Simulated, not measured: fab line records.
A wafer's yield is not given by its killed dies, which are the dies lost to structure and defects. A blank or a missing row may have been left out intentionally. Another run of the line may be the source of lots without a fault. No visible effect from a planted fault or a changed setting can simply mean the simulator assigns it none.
fab line records	flow rit_cmos
record: lots: 6	wafers: 18	last_day: 7
route steps=202 shown SPACER@127 NSD@131 PSD@142 SDANNEAL@153 PLDD@159 M1@202
lots that met no fault: taken from a fault-free run of the same line
start_h: hours from the record's opening day to when the first of the lot's shown wafers began	wait_h: hours elapsed since this lot's preceding step	" repeats the value in the row above	L1.1+2: several wafers, shown together as one row	- no value, or no start was given	* or withheld: withheld	< > ~ a bound
route shown NAME@n: names a module that has steps shown in the file, with the first one's number in the route	usual: mean and standard deviation over wafers with no fault	same: alike in all rows	chamber/n: place in a boat	sites: the reading at each site	_std_site: the standard deviation of these	_edge_site: outer sites' mean less inner sites'	radius_mm: how far each site lies from the wafer's centre	mask NAME#n: copy n	behind: the last tool/chamber to shape the wafer	hold: reason for holding the lot/hours on hold/outcome of the hold	device: names the non-switching transistor (n, p or np)	end of line: tests of these same wafers at the route's end	a step with no rows: only its recipe	killed: the dies lost at the first sort to structure and to defects; this is not the yield of the wafer	map: a wafer's dies, x killed, . not, _ none there
set.NAME: the setting as run; set.NAME@STEP: as run at that earlier step	model.NAME: the simulator's own value behind a step, which no gauge read
lots at selected steps of the route; one table per step, one row per wafer
services: when a tool's chamber went out of use (start_h, in hours from the record's first day, below 0 if earlier), for how many hours, and the reason
== steps ==
step: RIT_SPACER_CLEAN_02
recipe: chemistry: SC2	mix: 3:3:50	time_s: 600	temp_c: 75	dry: n2_spin
step: RIT_SPACER_CVD_03
recipe: material: Si3N4	target_thk_nm: 250	temp_c: 810	precursor: SiH2Cl2/NH3	time_s: 3300	pressure_mtorr: 300	sih2cl2_flow_sccm: 60	nh3_flow_sccm: 150
step: RIT_SPACER_THK_MEAS_04
recipe: reads: Si3N4_of_SPACER_CVD_03
usual: SPACER_NITRIDE_THK: 249.2/2.5
lot.wafer	tool	chamber	start_h	wait_h	SPACER_NITRIDE_THK[nm]
L963.1	film_metro-03	-	63.02	0.0	252.2
L963.2	"	-	"	"	253.6
L963.3	"	-	"	"	253.0
L967.1	film_metro-03	-	80.04	0.0	250.1
L967.3	"	-	"	"	250.5
L967.6	"	-	"	"	251.9
L971.2	film_metro-03	-	98.12	0.0	251.0
L971.3	"	-	"	"	248.8
L971.4	"	-	"	"	251.7
L972.1	film_metro-03	-	102.96	0.0	248.0
L972.3	"	-	"	"	248.3
L972.6	"	-	"	"	249.3
L977.1	film_metro-03	-	127.96	0.0	248.9
L977.3	"	-	"	"	249.6
L977.6	"	-	"	"	246.9
L984.1	film_metro-04	-	165.48	0.0	249.1
L984.4	"	-	"	"	249.6
L984.5	"	-	"	"	249.8
step: RIT_SPACER_ETCHBACK_05
recipe: target_depth_a: 2500	SF6_flow_sccm: 30	CHF3_flow_sccm: 30	target: Si3N4	chemistry: SF6/CHF3	pressure_mtorr: 40	rf_w: 250	time_s: 240	stop_on: SiO2
usual: drypump_motor_current_A: 5.8/0.47	oes_product_au: 0.843/0.013	throttle_valve_pct: 10.24/0.14
lot.wafer	tool	chamber	start_h	wait_h	drypump_motor_current_A	oes_product_au	rf_hours_counter_h	throttle_valve_pct
L963.1	rie_diel-04	1	63.08	0.1	5.7	0.844	32	10.18
L963.2	"	0	"	"	4.7	0.830	83	10.21
L963.3	"	3	"	"	6.1	0.844	92	10.56
L967.1	rie_diel-04	1	80.10	0.1	5.7	0.846	33	10.17
L967.3	"	0	"	"	4.7	0.828	83	10.19
L967.6	"	3	"	"	6.1	0.846	-	10.54
L971.2	rie_diel-02	1	98.17	0.0	6.5	0.858	133	10.14
L971.3	"	2	"	"	5.6	0.839	72	10.14
L971.4	"	0	"	"	5.8	0.849	7	10.28
L972.1	rie_diel-04	2	103.02	0.1	5.4	0.857	96	10.54
L972.3	"	1	"	"	5.7	0.834	33	10.18
L972.6	"	0	"	"	4.8	0.826	-	10.20
L977.1	rie_diel-02	0	128.02	0.1	5.8	0.842	8	10.29
L977.3	"	2	"	"	5.6	0.848	72	10.15
L977.6	"	3	"	"	6.0	0.841	-	10.31
L984.1	rie_diel-02	0	165.54	0.1	5.8	0.841	9	10.28
L984.4	"	1	"	"	6.5	0.853	-	10.13
L984.5	"	0	"	"	5.8	0.838	-	10.30
step: RIT_NSD_HMDS_00
recipe: prime_time_s: 60	prime_temp_c: 140
step: RIT_NSD_COAT_01
recipe: resist: NOVOLAK	spin_rpm: 3250	resist_thk_nm: 1000
step: RIT_NSD_SOFTBAKE_02
recipe: resist: NOVOLAK	temp_c: 90	time_s: 60
step: RIT_NSD_EXPOSE_03
recipe: mask_id: M9	na: 0.57	target_cd_nm: 40700	dose_mj: 250
step: RIT_NSD_PEB_04
recipe: resist: NOVOLAK	temp_c: withheld	time_s: withheld
step: RIT_NSD_DEVELOP_05
recipe: resist: NOVOLAK	develop_time_s: 50	dev_temp_c: 23
step: RIT_NSD_OVL_MEAS_06
usual: NSD_OVL: 1.1/1.3
lot.wafer	tool	chamber	start_h	wait_h	NSD_OVL[nm]
L963.1	overlay-01	-	64.08	-	0.5
L963.2	"	-	"	"	1.1
L963.3	"	-	"	"	1.1
L967.1	overlay-01	-	81.10	-	1.9
L967.3	"	-	"	"	1.8
L967.6	"	-	"	"	4.0
L971.2	overlay-02	-	99.17	-	0.4
L971.3	"	-	"	"	-1.9
L971.4	"	-	"	"	-0.8
L972.1	overlay-02	-	104.02	-	-0.6
L972.3	"	-	"	"	3.1
L972.6	"	-	"	"	0.5
L977.1	overlay-02	-	129.21	-	1.4
L977.3	"	-	"	"	1.9
L977.6	"	-	"	"	3.1
L984.1	overlay-01	-	166.74	-	-0.4
L984.4	"	-	"	"	2.6
L984.5	"	-	"	"	1.6
step: RIT_NSD_HARDBAKE_07
recipe: resist: NOVOLAK	temp_c: 140	time_s: 60
step: RIT_NSD_IMPLANT_08
recipe: species: P	energy_kev: 25	dose_cm2: 1e+15	tilt_deg: 7
usual: beam_on_s: 9.99/0.21	dose_ions_cm2: 9.999e+14/1.1e+12	end_station_pressure_torr: 7.5e-06/3.9e-07	faraday_current_uA: 3136/67
lot.wafer	tool	chamber	start_h	wait_h	beam_on_s	dose_ions_cm2	end_station_pressure_torr	faraday_current_uA
L963.1	implanter-04	0	64.27	0.1	10.19	9.995e+14	7.3e-06	3073
L963.2	"	0	"	"	9.82	9.988e+14	7.6e-06	3195
L963.3	"	0	"	"	9.94	1.0002e+15	7.5e-06	3138
L967.1	implanter-03	0	81.28	0.1	9.79	9.995e+14	7.1e-06	3211
L967.3	"	0	"	"	10.26	9.998e+14	7.3e-06	3055
L967.6	"	0	"	"	10.25	1.0002e+15	6.7e-06	3069
L971.2	implanter-03	0	99.38	0.1	9.96	5.515e+14	6.3e-06	1741
L971.3	"	0	"	"	10.10	5.51e+14	6.2e-06	1706
L971.4	"	0	"	"	10.21	5.523e+14	6e-06	1687
L972.1	implanter-03	0	104.21	0.1	9.94	5.515e+14	6.5e-06	1744
L972.3	"	0	"	"	10.04	5.492e+14	6.7e-06	1727
L972.6	"	0	"	"	9.80	5.502e+14	6.8e-06	1756
L977.1	implanter-04	0	129.40	0.1	9.87	9.995e+14	6.2e-06	3153
L977.3	"	0	"	"	9.94	9.982e+14	7.8e-06	3166
L977.6	"	0	"	"	10.35	1.0008e+15	7.9e-06	3004
L984.1	implanter-04	0	166.93	0.1	10.07	9.984e+14	7.6e-06	3114
L984.4	"	0	"	"	9.45	9.994e+14	7.7e-06	3297
L984.5	"	0	"	"	10.23	9.992e+14	8e-06	3057
step: RIT_NSD_STRIP_09
recipe: chemistry: O2	time_s: 180	resist: NOVOLAK	platen_temp_c: withheld	power_w: 500	pressure_mtorr: 4000	o2_flow_sccm: 4000
usual: drypump_motor_current_A: 6.0/0.38
lot.wafer	tool	chamber	start_h	wait_h	drypump_motor_current_A	rf_hours_counter_h
L963.1	plasma_asher-01	1	64.42	0.1	5.9	42
L963.2	"	0	"	"	6.3	42
L963.3	"	1	"	"	5.9	-
L967.1	plasma_asher-04	0	81.43	0.1	6.0	30
L967.3	"	1	"	"	6.1	-
L967.6	"	1	"	"	6.2	-
L971.2	plasma_asher-04	0	99.50	0.1	6.0	32
L971.3	"	0	"	"	6.0	-
L971.4	"	1	"	"	6.1	-
L972.1	plasma_asher-01	0	104.36	0.1	6.3	47
L972.3	"	0	"	"	6.3	-
L972.6	"	0	"	"	6.3	-
L977.1	plasma_asher-04	0	129.55	0.1	6.0	36
L977.3	"	0	"	"	6.0	-
L977.6	"	1	"	"	6.1	-
L984.1	plasma_asher-02	0	167.08	0.1	5.3	55
L984.4	"	1	"	"	6.5	-
L984.5	"	1	"	"	6.5	-
step: RIT_NSD_TW_MEAS_10
usual: NSD_TW: 3137/40
lot.wafer	tool	chamber	start_h	wait_h	NSD_TW
L963.1	film_metro-01	-	64.59	0.1	3173
L963.2	"	-	"	"	3161
L963.3	"	-	"	"	3177
L967.1	film_metro-01	-	81.61	0.1	3192
L967.3	"	-	"	"	3172
L967.6	"	-	"	"	3187
L971.2	film_metro-02	-	99.69	0.1	2735
L971.3	"	-	"	"	2733
L971.4	"	-	"	"	2730
L972.1	film_metro-01	-	104.53	0.1	2757
L972.3	"	-	"	"	2753
L972.6	"	-	"	"	2761
L977.1	film_metro-02	-	129.72	0.1	3137
L977.3	"	-	"	"	3147
L977.6	"	-	"	"	3157
L984.1	film_metro-01	-	167.25	0.1	3180
L984.4	"	-	"	"	3181
L984.5	"	-	"	"	3196
step: RIT_PSD_HMDS_00
recipe: prime_time_s: 60	prime_temp_c: 140
step: RIT_PSD_COAT_01
recipe: resist: NOVOLAK	spin_rpm: 3250	resist_thk_nm: 1000
step: RIT_PSD_SOFTBAKE_02
recipe: resist: NOVOLAK	temp_c: 90	time_s: 60
step: RIT_PSD_EXPOSE_03
recipe: mask_id: M10	na: 0.57	target_cd_nm: 40900	dose_mj: 250
step: RIT_PSD_PEB_04
recipe: resist: NOVOLAK	temp_c: withheld	time_s: withheld
step: RIT_PSD_DEVELOP_05
recipe: resist: NOVOLAK	develop_time_s: 50	dev_temp_c: 23
step: RIT_PSD_OVL_MEAS_06
usual: PSD_OVL: 0.7/1.4
lot.wafer	tool	chamber	start_h	wait_h	PSD_OVL[nm]
L963.1	overlay-02	-	65.63	-	0.2
L963.2	"	-	"	"	1.7
L963.3	"	-	"	"	1.3
L967.1	overlay-01	-	82.69	-	3.1
L967.3	"	-	"	"	2.7
L967.6	"	-	"	"	-0.6
L971.2	overlay-01	-	100.59	-	-1.7
L971.3	"	-	"	"	-0.1
L971.4	"	-	"	"	0.4
L972.1	overlay-01	-	105.44	-	0.0
L972.3	"	-	"	"	0.2
L972.6	"	-	"	"	-1.8
L977.1	overlay-01	-	130.76	-	1.1
L977.3	"	-	"	"	1.1
L977.6	"	-	"	"	2.4
L984.1	overlay-01	-	168.29	-	-0.7
L984.4	"	-	"	"	0.3
L984.5	"	-	"	"	0.1
step: RIT_PSD_HARDBAKE_07
recipe: resist: NOVOLAK	temp_c: 140	time_s: 60
step: RIT_PSD_IMPLANT_08
recipe: species: BF2	energy_kev: 27	dose_cm2: 5e+15	tilt_deg: 7
step: RIT_PSD_STRIP_09
recipe: chemistry: O2	time_s: 180	resist: NOVOLAK	platen_temp_c: withheld	power_w: 500	pressure_mtorr: 4000	o2_flow_sccm: 4000
usual: drypump_motor_current_A: 6.0/0.47
lot.wafer	tool	chamber	start_h	wait_h	drypump_motor_current_A	rf_hours_counter_h
L963.1	plasma_asher-01	0	65.96	0.1	6.3	42
L963.2	"	1	"	"	5.9	42
L963.3	"	0	"	"	6.3	-
L967.1	plasma_asher-01	1	83.03	0.1	5.9	45
L967.3	"	0	"	"	6.3	-
L967.6	"	1	"	"	5.9	-
L971.2	plasma_asher-02	0	100.92	0.1	5.3	47
L971.3	"	1	"	"	6.5	-
L971.4	"	0	"	"	5.3	-
L972.1	plasma_asher-02	0	105.78	0.1	5.3	48
L972.3	"	0	"	"	5.3	-
L972.6	"	1	"	"	6.4	-
L977.1	plasma_asher-02	1	131.09	0.1	6.5	51
L977.3	"	0	"	"	5.3	-
L977.6	"	0	"	"	5.3	-
L984.1	plasma_asher-03	1	168.62	0.1	6.3	6
L984.4	"	1	"	"	6.3	-
L984.5	"	1	"	"	6.3	-
step: RIT_PSD_TW_MEAS_10
usual: PSD_TW: 3458/37
lot.wafer	tool	chamber	start_h	wait_h	PSD_TW
L963.1	film_metro-03	-	66.14	0.1	3391
L963.2	"	-	"	"	3424
L963.3	"	-	"	"	3399
L967.1	film_metro-02	-	83.20	0.1	3485
L967.3	"	-	"	"	3472
L967.6	"	-	"	"	3485
L971.2	film_metro-01	-	101.11	0.1	3471
L971.3	"	-	"	"	3466
L971.4	"	-	"	"	3449
L972.1	film_metro-02	-	105.95	0.1	3445
L972.3	"	-	"	"	3451
L972.6	"	-	"	"	3457
L977.1	film_metro-01	-	131.27	0.1	3479
L977.3	"	-	"	"	3460
L977.6	"	-	"	"	3467
L984.1	film_metro-02	-	168.80	0.1	3496
L984.4	"	-	"	"	3480
L984.5	"	-	"	"	3484
step: RIT_SDANNEAL_CLEAN_00
recipe: chemistry: SC1	mix: 3:3:50	time_s: 600	temp_c: 75
step: RIT_SDANNEAL_CLEAN_01
recipe: chemistry: dHF	dilution: 50:1	time_s: 30
step: RIT_SDANNEAL_CLEAN_02
recipe: chemistry: SC2	mix: 3:3:50	time_s: 600	temp_c: 75	dry: n2_spin
step: RIT_SDANNEAL_RTA_03
recipe: temp_c: 1050	time_s: 5	idle_temp_c: 600	ramp_up_c_per_s: 342	ramp_down_c_per_s: 171	cool_to_c: 600	ambient: N2
usual: anneal_temp_c_max: 1054.6/0.76	wafer_temp_C_max: 1053.5/1.2
lot.wafer	tool	chamber	start_h	wait_h	anneal_temp_c_max	wafer_temp_C_max
L963.1	rtp_anneal-02	0	66.57	0.0	1056.6	1054.8
L963.2	"	0	"	"	1055.8	1054.1
L963.3	"	0	"	"	1056.6	1053.4
L967.1	rtp_anneal-02	0	83.66	0.0	1054.6	1052.5
L967.3	"	0	"	"	1054.6	1052.8
L967.6	"	0	"	"	1054.5	1055.0
L971.2	rtp_anneal-02	0	101.55	0.0	1054.9	1055.4
L971.3	"	0	"	"	1055.3	1053.2
L971.4	"	0	"	"	1054.7	1054.2
L972.1	rtp_anneal-01	0	106.55	0.0	1054.3	1050.7
L972.3	"	0	"	"	1053.4	1055.7
L972.6	"	0	"	"	1054.0	1053.7
L977.1	rtp_anneal-02	0	131.72	0.0	1054.1	1052.9
L977.3	"	0	"	"	1054.7	1053.3
L977.6	"	0	"	"	1053.6	1052.9
L984.1	rtp_anneal-01	0	169.23	0.0	1054.4	1054.5
L984.4	"	0	"	"	1054.9	1051.7
L984.5	"	0	"	"	1054.0	1053.1
step: RIT_SDANNEAL_RS_MEAS_04
recipe: thk_meas_gauge: four-point-probe
usual: PSD_RS: 115.8/0.33
lot.wafer	tool	chamber	start_h	wait_h	PSD_RS[ohm/sq]
L963.1	film_metro-01	-	66.63	0.0	115.4
L963.2	"	-	"	"	115.8
L963.3	"	-	"	"	115.5
L967.1	film_metro-01	-	83.72	0.0	115.8
L967.3	"	-	"	"	115.7
L967.6	"	-	"	"	115.7
L971.2	film_metro-02	-	101.62	0.1	115.8
L971.3	"	-	"	"	115.7
L971.4	"	-	"	"	115.8
L972.1	film_metro-01	-	106.61	0.0	116.0
L972.3	"	-	"	"	116.3
L972.6	"	-	"	"	115.9
L977.1	film_metro-03	-	131.77	0.0	115.7
L977.3	"	-	"	"	115.8
L977.6	"	-	"	"	115.6
L984.1	film_metro-03	-	169.28	0.0	115.7
L984.4	"	-	"	"	116.0
L984.5	"	-	"	"	115.8
step: RIT_SDANNEAL_RS_MEAS_05
recipe: thk_meas_gauge: four-point-probe
usual: NSD_RS: 84.54/0.28
lot.wafer	tool	chamber	start_h	wait_h	NSD_RS[ohm/sq]
L963.1	film_metro-01	-	66.75	0.1	84.69
L963.2	"	-	"	"	84.69
L963.3	"	-	"	"	84.60
L967.1	film_metro-01	-	83.84	0.1	84.73
L967.3	"	-	"	"	84.26
L967.6	"	-	"	"	84.73
L971.2	film_metro-02	-	101.74	0.1	137.82
L971.3	"	-	"	"	138.48
L971.4	"	-	"	"	137.96
L972.1	film_metro-01	-	106.73	0.1	136.85
L972.3	"	-	"	"	136.28
L972.6	"	-	"	"	136.74
L977.1	film_metro-03	-	131.89	0.1	84.35
L977.3	"	-	"	"	84.95
L977.6	"	-	"	"	84.63
L984.1	film_metro-03	-	169.40	0.1	84.06
L984.4	"	-	"	"	84.35
L984.5	"	-	"	"	83.99
step: RIT_SDANNEAL_RS_MEAS_06
recipe: thk_meas_gauge: four-point-probe
usual: PLDD_RS: 178.6/0.53
lot.wafer	tool	chamber	start_h	wait_h	PLDD_RS[ohm/sq]
L963.1	film_metro-01	-	66.87	0.1	178.0
L963.2	"	-	"	"	178.2
L963.3	"	-	"	"	177.9
L967.1	film_metro-01	-	83.96	0.1	178.4
L967.3	"	-	"	"	178.4
L967.6	"	-	"	"	178.2
L971.2	film_metro-02	-	101.86	0.1	177.5
L971.3	"	-	"	"	177.3
L971.4	"	-	"	"	177.4
L972.1	film_metro-01	-	106.85	0.1	179.2
L972.3	"	-	"	"	179.0
L972.6	"	-	"	"	179.0
L977.1	film_metro-03	-	132.01	0.1	179.3
L977.3	"	-	"	"	178.9
L977.6	"	-	"	"	179.1
L984.1	film_metro-03	-	169.52	0.1	178.4
L984.4	"	-	"	"	179.0
L984.5	"	-	"	"	179.2
step: RIT_M1_PROBE_99
usual: killed_at_M0_to_M3: 0.0/0.23	killed_at_contacts: 0.1/0.34	killed_at_front_end: 6.9/2.8	killed_dies: 7.1/2.8	killed_open: 3.4/1.9	killed_short: 3.6/1.7
same: gross_dies: 264	killed_at_M4_up: 0	killed_at_back_side: 0	killed_at_other: 0
lot.wafer	tool	chamber	start_h	wait_h	killed_at_M0_to_M3	killed_at_contacts	killed_at_front_end	killed_dies	killed_open	killed_short	model.etest.nmos_0p3.r_on_ohm_um	model.etest.nmos_0p15.r_on_ohm_um	model.etest.contact_nplus.end_ohm_um	model.etest.nmos_0p15.drive_ua_um	model.etest.nmos_narrow.drive_ua_um	model.etest.nmos_0p3.drive_ua_um	model.etest.nmos_0p15.tox_inv_nm	model.etest.nmos_0p15.junction_log10_a_um
L963.1	prober-01	-	74.02	0.1	0	0	6	6	2	4	2123	1095	40.78	481	230.4	227.8	4.478	-13.61
L963.2	prober-01	-	74.07	0.1	0	0	7	7	1	6	2147	1140	42.41	465.6	227.5	227.7	4.481	-13.64
L963.3	prober-01	-	74.12	0.2	0	0	5	5	1	4	2132	1104	42.02	481.1	229.7	230.7	4.475	-13.55
L967.1	prober-01	-	91.12	0.1	0	0	8	8	4	4	2136	1096	42.75	491.7	232.7	227.5	4.434	-13.63
L967.3	prober-01	-	91.22	0.2	0	0	6	6	3	3	2128	1096	41.39	480.8	230.6	228.1	4.458	-13.36
L967.6	prober-01	-	91.37	0.2	0	0	12	12	6	6	2163	1106	41.93	484.4	229.6	223.2	4.461	-13.21
L971.2	prober-01	-	109.34	0.1	0	0	6	6	4	2	2532	1366	105	400.3	188.2	187.8	5.114	-13.42
L971.3	prober-01	-	109.39	0.2	2	0	7	9	5	2	2568	1404	106.2	391.8	186.2	186	5.121	-13.22
L971.4	prober-01	-	109.44	0.2	0	1	5	6	3	2	2550	1369	104.4	391	183.2	182	5.221	-13.16
L972.1	prober-02	-	114.14	0.1	0	0	6	6	3	3	2446	1326	106.7	416.7	188.5	195.8	5.021	-13.2
L972.3	prober-02	-	114.24	0.2	0	0	3	3	1	2	2495	1364	107	409.6	192.7	192.7	4.99	-12.79
L972.6	prober-02	-	114.39	0.2	0	0	6	6	3	2	2494	1375	107.5	407.2	192.8	194.6	5.059	-12.91
L977.1	prober-01	-	139.34	0.1	0	0	6	6	4	2	2190	1122	42	452.9	217.6	219.5	4.616	-13.51
L977.3	prober-01	-	139.44	0.2	0	0	8	8	3	5	2201	1147	43.32	459.4	219.4	218.7	4.568	-13.56
L977.6	prober-01	-	139.59	0.2	0	0	7	7	4	3	2152	1102	40.77	461.6	217.1	217.6	4.656	-13.6
L984.1	prober-01	-	176.67	0.1	0	0	7	7	4	3	2153	1138	41.57	465.2	225.5	223.4	4.468	-13.5
L984.4	prober-01	-	176.82	0.2	0	0	8	8	6	2	2174	1145	41.72	464	223.4	223.6	4.475	-13.57
L984.5	prober-01	-	176.87	0.2	0	0	13	13	6	7	2152	1095	43.09	477.6	223.7	224.3	4.48	-13.71
killed by level:class
L963.1 GATE:geometric_particle:open=2 GATE:geometric_particle:short=1 REOX:geometric_particle:short=1 SPACER:geometric_particle:short=1 SILICIDE:geometric_particle:short=1
L963.2 SILICIDE:geometric_particle:short=3 FOX1:geometric_particle:short=2 REOX:geometric_particle:short=1 SILICIDE:geometric_particle:open=1
L963.3 GATE:geometric_particle:short=2 REOX:geometric_particle:short=1 GATE:geometric_particle:open=1 SPACER:geometric_particle:short=1
L967.1 FOX2:geometric_particle:open=2 FOX1:geometric_particle:short=1 FOX2:geometric_particle:short=1 GATE:geometric_particle:open=1 REOX:geometric_particle:short=1 SILICIDE:geometric_particle:short=1 SILICIDE:geometric_particle:open=1
L967.3 SPACER:geometric_particle:open=2 FOX1:geometric_particle:short=1 GATE:geometric_particle:open=1 REOX:geometric_particle:short=1 SILICIDE:geometric_particle:short=1
L967.6 GATE:geometric_particle:open=4 GATE:geometric_particle:short=3 SPACER:geometric_particle:open=2 FOX2:geometric_particle:short=1 REOX:geometric_particle:short=1 SILICIDE:geometric_particle:short=1
L971.2 FOX1:geometric_particle:open=2 GATE:geometric_particle:open=2 REOX:geometric_particle:short=1 SILICIDE:geometric_particle:short=1
L971.3 SPACER:geometric_particle:open=4 M1:coat_microbubble_printed=2 FOX2:geometric_particle:short=1 GATE:geometric_particle:open=1 SPACER:geometric_particle:short=1
L971.4 SPACER:geometric_particle:open=2 FOX2:geometric_particle:short=1 REOX:geometric_particle:open=1 SPACER:geometric_particle:short=1 CONTACT:coat_microbubble_printed=1
L972.1 GATE:geometric_particle:short=2 GATE:geometric_particle:open=2 FOX1:geometric_particle:short=1 FOX1:geometric_particle:open=1
L972.3 REOX:geometric_particle:open=1 REOX:geometric_particle:short=1 SPACER:geometric_particle:short=1
L972.6 GATE:geometric_particle:open=2 GATE:geometric_particle:short=1 SPACER:geometric_particle:open=1 SPACER:geometric_particle:short=1 PSD:coat_microbubble_printed=1
L977.1 GATE:geometric_particle:open=4 FOX2:geometric_particle:short=1 GATE:geometric_particle:short=1
L977.3 FOX1:geometric_particle:open=1 FOX1:geometric_particle:short=1 FOX2:geometric_particle:open=1 GATE:geometric_particle:open=1 GATE:geometric_particle:short=1 REOX:geometric_particle:short=1 SPACER:geometric_particle:short=1 SILICIDE:geometric_particle:short=1
L977.6 FOX2:geometric_particle:open=2 GATE:geometric_particle:short=2 FOX1:geometric_particle:open=1 GATE:geometric_particle:open=1 SILICIDE:geometric_particle:short=1
L984.1 GATE:geometric_particle:short=2 FOX1:geometric_particle:open=1 FOX1:geometric_particle:short=1 REOX:geometric_particle:open=1 SPACER:geometric_particle:open=1 SILICIDE:geometric_particle:open=1
L984.4 REOX:geometric_particle:open=2 SILICIDE:geometric_particle:open=2 FOX1:geometric_particle:open=1 FOX1:geometric_particle:short=1 GATE:geometric_particle:open=1 SILICIDE:geometric_particle:short=1
L984.5 GATE:geometric_particle:short=3 GATE:geometric_particle:open=3 FOX1:geometric_particle:open=2 FOX2:geometric_particle:short=2 FOX1:geometric_particle:short=1 REOX:geometric_particle:open=1 REOX:geometric_particle:short=1
== services ==
tool	chamber	start_h	hours	kind
plasma_asher-02	-	40.67	2.8	pm
rtp_anneal-01	-	42.46	24.4	pm
rie_diel-04	3	44.83	3.5	repair
plasma_asher-03	-	57.75	28.1	pm
implanter-04	-	66.61	0.9	repair
implanter-03	-	75.54	5.0	repair
rie_diel-04	2	79.64	9.2	repair
implanter-03	-	85.00	4.1	repair
implanter-04	-	89.28	13.6	repair
implanter-04	-	92.22	3.7	repair
rie_diel-04	1	96.51	3.7	repair
plasma_asher-03	-	105.49	1.6	repair
plasma_asher-03	-	108.75	9.0	pm
plasma_asher-03	0	108.75	9.0	vent_cycle
plasma_asher-03	1	108.75	9.0	vent_cycle
plasma_asher-01	-	111.83	4.1	repair
plasma_asher-03	0	117.75	-	clean
plasma_asher-03	1	117.75	-	clean
implanter-03	-	121.39	1.0	repair
rie_diel-02	3	153.56	17.5	repair
plasma_asher-04	-	159.44	14.6	pm
rtp_anneal-02	-	160.64	4.9	pm
rie_diel-02	2	161.20	11.1	repair
== key ==
first_sign: step: RIT_NSD_IMPLANT_08	reading: dose_ions_cm2	direction: down	sigmas: 99+	usual: 9.999e+14	struck: 5.51e+14
effect: step: RIT_NSD_IMPLANT_08	reading: faraday_current_uA	direction: down	sigmas: 21	usual: 3136	struck: 1727
effect: step: RIT_NSD_TW_MEAS_10	reading: NSD_TW	direction: down	sigmas: 9.7	usual: 3137	struck: 2745
effect: step: RIT_SDANNEAL_RS_MEAS_05	reading: NSD_RS	direction: up	sigmas: 99+	usual: 84.54	struck: 137.36
model_effect: step: RIT_M1_PROBE_99	value: etest.nmos_0p3.r_on_ohm_um	without: 2182	struck: 2514
met_at RIT_NSD_IMPLANT_08
struck_wafers L971.2,L971.3,L971.4,L972.1,L972.3,L972.6
tester_left_out L971,L972
onset_between 81.28 99.38
fault: kind: process_parameter_drift	tool: implanter-03	chamber: -	onset_h: 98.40	steps: RIT_NSD_IMPLANT_08	channel: dose_cm2	offset: -4.5e+14	shape: step	end_h: 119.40	acts_in: these_recipes_only	stated: 1e+15
tester_left_out: of these lots the tester's yield and bins aren't shown, on N5 and GAA mostly nor the transistor test; their killed dies are dies lost to structure and defects alone, not to doping, threshold or leakage, so they don't give the yield
